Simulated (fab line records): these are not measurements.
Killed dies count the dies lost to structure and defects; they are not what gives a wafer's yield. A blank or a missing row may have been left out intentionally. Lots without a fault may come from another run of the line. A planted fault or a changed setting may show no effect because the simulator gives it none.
Problem report, 8D (eight disciplines) form, completed by code -- flow ritCmos -- the parts of the form that need people (team, actions taken, sign-off) are left out

## 1. THE ISSUE
Wafers without a fault read 100.01 mTorr, standard deviation 0.093; chamberPressureMTorr at RIT_M1_METAL_ETCH_12 reads a mean of 150.03 mTorr on 4 wafers belonging to 2 lots. So: +99 or more standard deviations from the usual mean.
The step: etches Al in Cl2/BCl3, stops on SiO2, time 165 s, target depth 600 nm.
Earliest sighting: wafer L508.1 on rieMetal-02 at day 6 05:13. The record has a number at this step for 18 wafers belonging to 6 lots. Rule for "out" (also "out of limits"): further than 4 standard deviations from the usual mean. The other wafers with a number count as sound.

## 2. WHAT IT IS AND WHAT IT IS NOT
question,is,is not
which readings at this step,chamberPressureMTorr,"drypumpMotorCurrentA, oesProductAu, throttleValvePct"
which lots,"L508, L511","L499, L500, L510, L515"
which wafers of those lots,"L508.1, L508.4, L511.3, L511.5","L508.2, L511.2"
read on which tools,rieMetal-02,"rieMetal-01, rieMetal-04"
when,from day 6 05:13,"up to then (7 sound wafers); but 7 sound wafers of L510, L511, L515 came after"

## 3. THE SUSPECTS, EACH WITH WHAT RULES IT OUT
Counting: a tool at a process step up to the reading stays a suspect if it ran every lot that is out. Sound lots after the first of them don't rule it out here, since some wafers of a struck lot are sound.
- rieMetal-02 at RIT_M1_METAL_ETCH_12 (etches Al in Cl2/BCl3, stops on SiO2, time 165 s, target depth 600 nm): kept. It ran every lot that is out, first L508 (day 6 05:13); its last sound lot up to then is L499 (day 4 09:07). Its own chamberPressureMTorr readings are out on those wafers.
- The sound lot-mates ran in chamber 0 of rieMetal-02 at RIT_M1_METAL_ETCH_12, but the wafers that are out ran in chamber 1.
Remaining after the count: rieMetal-02 at RIT_M1_METAL_ETCH_12.

## 4. THE CAUSE (what the simulator had put in)
rieMetal-02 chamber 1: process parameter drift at RIT_M1_METAL_ETCH_12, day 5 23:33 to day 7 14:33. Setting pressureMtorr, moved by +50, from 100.
Only this tool survived the counting.

## 5. SEQUENCE OF EFFECTS, ordered by route
One row per reading whose mean, taken over the struck wafers that have a number, lies over 3 standard deviations from the usual. Only readings whose record carries a usual standard deviation are examined. hours: median over the lots of the time between each lot's start at the first step of this table that gives one and its start at this step. sigmas: the change, counted in usual standard deviations.
hours,step,reading,usual,on struck wafers,change,sigmas
0,RIT_M1_METAL_ETCH_12,chamberPressureMTorr,100.01 mTorr,150.03,+50.02,+99 or more
It contains these process steps:
- RIT_M1_METAL_ETCH_12: etches Al in Cl2/BCl3, stops on SiO2, time 165 s, target depth 600 nm.

## 6. WHAT WOULD HAVE CAUGHT IT SOONER
First out-of-limits reading in this record: day 6 05:13, which is 6 hours after fault onset at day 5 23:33.
